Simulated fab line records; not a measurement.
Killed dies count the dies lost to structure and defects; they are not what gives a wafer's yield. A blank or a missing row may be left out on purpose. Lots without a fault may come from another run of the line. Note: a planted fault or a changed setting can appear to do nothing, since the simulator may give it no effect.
Which tool was responsible? + flow berkeley-cmos170 + 7 lots with 21 wafers sampled at 3 steps, on a route of 331 steps

WHAT THE GAUGES READ, wafer by wafer
UCB170_SDANNEAL_RS_MEAS_02: uses a four-point probe to measure.
| lot  | measured     | on            | PSD_RS (ohm/sq) |
|------|--------------|---------------|-----------------|
| L106 | day 7 05:26  | film-metro-01 | 76.0 76.3 76.1  |
| L110 | day 7 16:24  | film-metro-04 | 65.3 65.1 65.0  |
| L111 | day 7 17:08  | film-metro-01 | 65.8 65.8 65.7  |
| L119 | day 9 23:51  | film-metro-01 | 75.5 75.1 75.4  |
| L123 | day 10 10:20 | film-metro-02 | 75.3 75.6 75.2  |
| L128 | day 11 16:26 | film-metro-01 | 75.7 75.8 75.8  |
| L129 | day 12 01:32 | film-metro-04 | 75.4 75.2 75.4  |

WHAT TOOL EACH LOT RAN ON (gives the tool, then ch and the chambers of the sampled wafers, and finally the start)
| lot  | UCB170_GATE_STRIP_16                 | UCB170_SDANNEAL_RTA_01           |
|------|--------------------------------------|----------------------------------|
| L106 | plasma-asher-01 ch 0,1, day 6 13:40  | rtp-anneal-02 ch 0, day 7 05:22  |
| L110 | plasma-asher-02 ch 0,1, day 7 04:43  | rtp-anneal-02 ch 0, day 7 16:20  |
| L111 | plasma-asher-04 ch 0,1, day 7 05:17  | rtp-anneal-02 ch 0, day 7 17:04  |
| L119 | plasma-asher-02 ch 1, day 9 08:05    | rtp-anneal-01 ch 0, day 9 23:47  |
| L123 | plasma-asher-02 ch 0,1, day 9 21:01  | rtp-anneal-01 ch 0, day 10 10:17 |
| L128 | plasma-asher-01 ch 0,1, day 11 03:26 | rtp-anneal-02 ch 0, day 11 16:23 |
| L129 | plasma-asher-02 ch 0,1, day 11 10:01 | rtp-anneal-02 ch 0, day 12 01:28 |
- UCB170_GATE_STRIP_16: strips in O2.
- UCB170_SDANNEAL_RTA_01: time 5 s.

THE ANSWER, worked out from the rows above alone
Rule: the lots themselves supply what counts as usual. Put in order of their means at a reading, lots are off if they are a third of the lots or fewer, leave a main group of 4 or more, and stand apart from it by a gap of 3 or more times the standard deviation of the main group's means; of several such gaps the widest counts. If all means in a main group match to the digits the tables above print for the reading, that group is not used. Also off: a lot with no number at a reading for which 4 or more lots have one. Any other lot the step has rows for is counted as sound.
Off: L110, L111, at UCB170_SDANNEAL_RS_MEAS_02 (PSD_RS). The main group: mean 75.6 ohm/sq, standard deviation 0.32.
A tool fits if, at a process step before that reading, it ran every lot that is off, and no sound lot after the first of them. Those tools and the gauges at UCB170_SDANNEAL_RS_MEAS_02 are tried in the same way. Of those tried, none fits.

WHAT HAD BEEN PUT IN BY THE SIMULATOR
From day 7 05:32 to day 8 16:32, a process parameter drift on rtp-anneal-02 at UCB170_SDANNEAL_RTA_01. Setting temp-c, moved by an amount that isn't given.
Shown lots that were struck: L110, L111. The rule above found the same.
